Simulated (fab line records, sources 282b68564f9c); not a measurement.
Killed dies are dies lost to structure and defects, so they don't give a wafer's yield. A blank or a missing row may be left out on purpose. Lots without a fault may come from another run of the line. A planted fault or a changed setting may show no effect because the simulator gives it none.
Tool commonality check | flow rit_cmos | 14 lots, 42 wafers sampled

WHY IT WAS OPENED
At RIT_SPACER_THK_MEAS_04 the reading SPACER_NITRIDE_THK is flagged on 2 of 14 lots. Wafers without a fault read 249.9 nm, standard deviation 2.4.
Rule: a lot is flagged when every wafer of it that has a number lies more than 4 standard deviations from that mean, or none has a number. The other lots count as sound.

lot  | measured    | on            | SPACER_NITRIDE_THK (nm), wafer by wafer | flag
L376 | day 3 20:08 | film_metro-03 | 252.5 250.4 254.0                       |
L375 | day 3 20:24 | film_metro-03 | 248.8 247.4 248.9                       |
L377 | day 4 02:11 | film_metro-03 | 248.9 249.1 249.3                       |
L378 | day 4 05:40 | film_metro-03 | 252.2 251.4 250.5                       |
L379 | day 4 12:49 | film_metro-04 | 325.1 323.1 324.4                       | FLAGGED
L380 | day 4 15:14 | film_metro-04 | 254.3 252.4 253.1                       |
L381 | day 4 19:43 | film_metro-02 | 248.7 250.2 252.3                       |
L383 | day 5 01:47 | film_metro-03 | 325.6 325.1 322.2                       | FLAGGED
L386 | day 5 14:01 | film_metro-02 | 250.4 249.4 252.3                       |
L389 | day 6 02:40 | film_metro-02 | 247.5 250.1 248.5                       |
L392 | day 6 17:32 | film_metro-04 | 252.0 249.3 249.8                       |
L395 | day 7 11:59 | film_metro-04 | 250.0 248.5 248.1                       |
L396 | day 7 17:29 | film_metro-02 | 249.4 250.5 249.4                       |
L397 | day 7 20:59 | film_metro-02 | 249.0 249.6 249.5                       |
The numbers of the flagged lots are 324.2 nm on average: +74.3 nm against the usual, or +31 standard deviations.

WHICH TOOL RAN EACH LOT
The record holds 1 process step before the reading, out of a route of 202 steps. In each cell: the tool, then ch and the chambers that the sampled wafers went through, then the start.
lot  | flag    | RIT_SPACER_CVD_03
L376 |         | lpcvd-02 ch 1, day 3 18:13
L375 |         | lpcvd-01 ch 1, day 3 18:28
L377 |         | lpcvd-01 ch 1, day 4 00:16
L378 |         | lpcvd-01 ch 1, day 4 02:47
L379 | FLAGGED | lpcvd-01 ch 0, day 4 10:52
L380 |         | lpcvd-02 ch 0, day 4 13:19
L381 |         | lpcvd-02 ch 1, day 4 17:46
L383 | FLAGGED | lpcvd-01 ch 0, day 4 23:52
L386 |         | lpcvd-02 ch 1, day 5 12:05
L389 |         | lpcvd-02 ch 0, day 6 00:44
L392 |         | lpcvd-02 ch 0, day 6 15:36
L395 |         | lpcvd-01 ch 1, day 7 10:02
L396 |         | lpcvd-02 ch 0, day 7 14:35
L397 |         | lpcvd-01 ch 0, day 7 19:04
What these steps do:
- RIT_SPACER_CVD_03: deposits Si3N4 from SiH2Cl2/NH3, target thk 250 nm, time 3300 s.
- RIT_SPACER_THK_MEAS_04

FLAGGED OVER TOTAL, TOOL BY TOOL (the gauges that took the reading come last)
step                   | tool          | lots run | flagged | share of the flagged lots | sound lots run after its first flagged lot
RIT_SPACER_CVD_03      | lpcvd-01      | 7        | 2       | all                       | 2 (L395,L397)
RIT_SPACER_CVD_03      | lpcvd-02      | 7        | 0       | none                      | -
RIT_SPACER_THK_MEAS_04 | film_metro-02 | 5        | 0       | none                      | -
RIT_SPACER_THK_MEAS_04 | film_metro-03 | 5        | 1       | some                      | 0
RIT_SPACER_THK_MEAS_04 | film_metro-04 | 4        | 1       | some                      | 3 (L380,L392,L395)

WHAT THE TABLE ALLOWS
1 row of the table ran every flagged lot: lpcvd-01 at RIT_SPACER_CVD_03.
- lpcvd-01 at RIT_SPACER_CVD_03: 2 of its 7 lots flagged. Sound lots ran on it after the first flagged one (L395, L397), which a lasting fault on the whole tool wouldn't allow.
No row of the table ran every flagged lot and no sound lot after the first.

WHAT THE SIMULATOR HAD PUT IN
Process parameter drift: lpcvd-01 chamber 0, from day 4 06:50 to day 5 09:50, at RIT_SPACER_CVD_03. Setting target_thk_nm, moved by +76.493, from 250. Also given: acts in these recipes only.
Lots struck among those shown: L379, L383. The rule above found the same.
